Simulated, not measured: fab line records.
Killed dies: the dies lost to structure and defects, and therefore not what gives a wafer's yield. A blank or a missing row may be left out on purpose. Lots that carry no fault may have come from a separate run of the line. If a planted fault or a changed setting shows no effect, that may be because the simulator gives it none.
A struck lot beside a sound one || flow rit-cmos || 35 steps out of a route of 202
Sound: the wafers L368.1, L368.2, L368.4. Struck: wafer L384.3 (L384.2, L384.5, from the same lot, were not struck and are left out); the cause is given at the end.
Each step with rows lists, per side, the tool, then ch with its chambers, then its first start. Under that, the readings that differ: sound wafers || struck wafers || difference of the means || sigmas: that difference in standard deviations of wafers without a fault.
alike: words and numbers the same on both sides, and readings whose means are apart by under 2 such deviations; not compared: readings that were withheld, readings missing a value for some wafer, numbers with overlapping values and no deviation given by the record, and bounds like >300 which may hide the same value.
Wherever a step has rows on one side only, a row that says differs or no value, or a row with sigmas, the two part there. Numbers that don't overlap but have no deviation are shown without sigmas and don't part them. A reading that every wafer of one side lacks parts them only if that side has two wafers or more.

RIT_CONTACT_CVD_00: deposits SiO2 from TEOS, target thk 400 nm, time 61 s.
  sound on pecvd-01 ch 0,1,2, day 4 11:11; struck on pecvd-03 ch 1, day 7 16:11
  alike: heater-power-w, susceptor-temp-C
RIT_CONTACT_THK_MEAS_01:
  sound: film-metro-02 at day 4 11:14; struck: film-metro-02 at day 7 16:15
  alike: CONTACT_TEOS_THK
then, 6 steps without rows for these wafers: RIT_CONTACT_HMDS_02 (prime time 60 s); RIT_CONTACT_COAT_03 (resist thk 1000 nm); RIT_CONTACT_SOFTBAKE_04 (time 60 s); RIT_CONTACT_EXPOSE_05 (exposes mask M11, target cd 1000 nm); RIT_CONTACT_PEB_06; RIT_CONTACT_DEVELOP_07 (develop time 120 s).
RIT_CONTACT_CD_MEAS_08 targets a cd of 1000 nm.
  sound: cd-sem-02 at day 4 12:16; struck: cd-sem-02 at day 7 17:20
  alike: cd-nm
RIT_CONTACT_OVL_MEAS_09:
  sound: overlay-02 at day 4 12:23; struck: overlay-01 at day 7 17:26
{"reading": "CONTACT_OVL (nm)", "sound": "-2.6 -2.1 -2.4", "struck": 0.8, "difference": "+3.2", "sigmas": "+2"}
then, 1 step without rows for these wafers: RIT_CONTACT_HARDBAKE_10 (time 60 s).
RIT_CONTACT_ETCH_11: etches SiO2 in CHF3/CF4/Ar, stops on TiSi2, target depth 480 nm, time 320 s.
  sound on rie-diel-02 ch 0,1,3, day 4 12:35; struck on rie-diel-03 ch 0, day 7 17:37
{"reading": "drypump-motor-current-A (A)", "sound": "5.9 6.4 6.1", "struck": 5.3, "difference": -0.8, "sigmas": -2}
  alike: oes-product-au, throttle-valve-pct
  not compared: rf-hours-counter-h
RIT_CONTACT_STRIP_12: strips in O2, time 180 s.
  sound on plasma-asher-01 ch 0,1, day 4 12:46; struck on plasma-asher-01 ch 0, day 7 17:55
  alike: drypump-motor-current-A
  not compared: rf-hours-counter-h
RIT_CONTACT_CD_MEAS_90 targets a cd of 1000 nm.
  sound: cd-sem-01 at day 4 12:57; struck: cd-sem-01 at day 7 18:07
  alike: cd-nm
then, 2 steps without rows for these wafers: RIT_CONTACT_CLEAN_13 (cleans in SC1, time 600 s); RIT_CONTACT_CLEAN_14 (cleans in SC2, time 600 s).
RIT_M1_SPUTTER_00: material Al, target thk 400 nm, time 500 s.
  sound: pvd-sputter-03 at day 4 13:26; struck: pvd-sputter-03 at day 7 18:34
  alike: throttle-valve-pct
RIT_M1_RS_MEAS_01: a four-point-probe measurement.
  sound: film-metro-02 at day 4 13:44; struck: film-metro-01 at day 7 18:52
{"reading": "M1_AL_RS (ohm/sq)", "sound": "0.0743 0.0746 0.0752", "struck": 0.0775, "difference": "+0.0028", "sigmas": "+3"}
RIT_M1_THK_MEAS_02: measures by xrf.
  sound: film-metro-02 at day 4 13:51; struck: film-metro-01 at day 7 18:59
{"reading": "M1_AL_THK (nm)", "sound": "398 398 396", "struck": 383, "difference": -14, "sigmas": -2}
then, 6 steps without rows for these wafers: RIT_M1_HMDS_03 (prime time 60 s); RIT_M1_COAT_04 (resist thk 1300 nm); RIT_M1_SOFTBAKE_05 (time 60 s); RIT_M1_EXPOSE_06 (exposes mask M12, target cd 2600 nm); RIT_M1_PEB_07; RIT_M1_DEVELOP_08 (develop time 68 s).
RIT_M1_CD_MEAS_09 targets a cd of 2600 nm.
  sound: cd-sem-01 at day 4 14:47; struck: cd-sem-02 at day 7 19:56
  alike: cd-nm
RIT_M1_OVL_MEAS_10:
  sound: overlay-02 at day 4 14:55; struck: overlay-02 at day 7 20:02
  alike: M1_OVL
then, 1 step without rows for these wafers: RIT_M1_HARDBAKE_11 (time 120 s).
RIT_M1_METAL_ETCH_12: etches Al in Cl2/BCl3, stops on SiO2, time 165 s, target depth 600 nm.
  sound on rie-metal-01 ch 0,1, day 4 15:11; struck on rie-metal-01 ch 1, day 7 20:19
  alike: drypump-motor-current-A, oes-product-au, throttle-valve-pct
  not compared: rf-hours-counter-h
then, 1 step without rows for these wafers: RIT_M1_STRIP_13 (strips in nmp, time 600 s).
RIT_M1_STRIP_14: strips in O2, time 180 s.
  sound on plasma-asher-02 ch 0,1, day 4 15:32; struck on plasma-asher-01 ch 1, day 7 20:40
  alike: drypump-motor-current-A
  not compared: rf-hours-counter-h
RIT_M1_CD_MEAS_90 targets a cd of 2600 nm.
  sound: cd-sem-01 at day 4 15:42; struck: cd-sem-02 at day 7 20:51
  alike: cd-nm
then, 1 step without rows for these wafers: RIT_M1_ANNEAL_15 (time 1800 s).
RIT_M1_BOW_MEAS_16:
  sound: film-metro-01 at day 4 17:19; struck: film-metro-02 at day 7 22:28
  alike: M1_BOW
RIT_M1_PROBE_99:
  sound: prober-01 at day 4 17:26; struck: prober-01 at day 7 22:40
{"reading": "killed-at-contacts", "sound": "0 0 0", "struck": 14, "difference": "+14", "sigmas": "+64"}
{"reading": "killed-dies", "sound": "8 3 5", "struck": 23, "difference": "+18", "sigmas": "+6"}
{"reading": "killed-on-rim", "sound": "1 0 1", "struck": 11, "difference": "+10", "sigmas": "+7"}
  alike: killed-at-front-end, killed-open, killed-short

WHERE THEY PART
Last at RIT_M1_PROBE_99 as far as this record goes, first at RIT_CONTACT_OVL_MEAS_09.

WHY: what had been put in by the simulator
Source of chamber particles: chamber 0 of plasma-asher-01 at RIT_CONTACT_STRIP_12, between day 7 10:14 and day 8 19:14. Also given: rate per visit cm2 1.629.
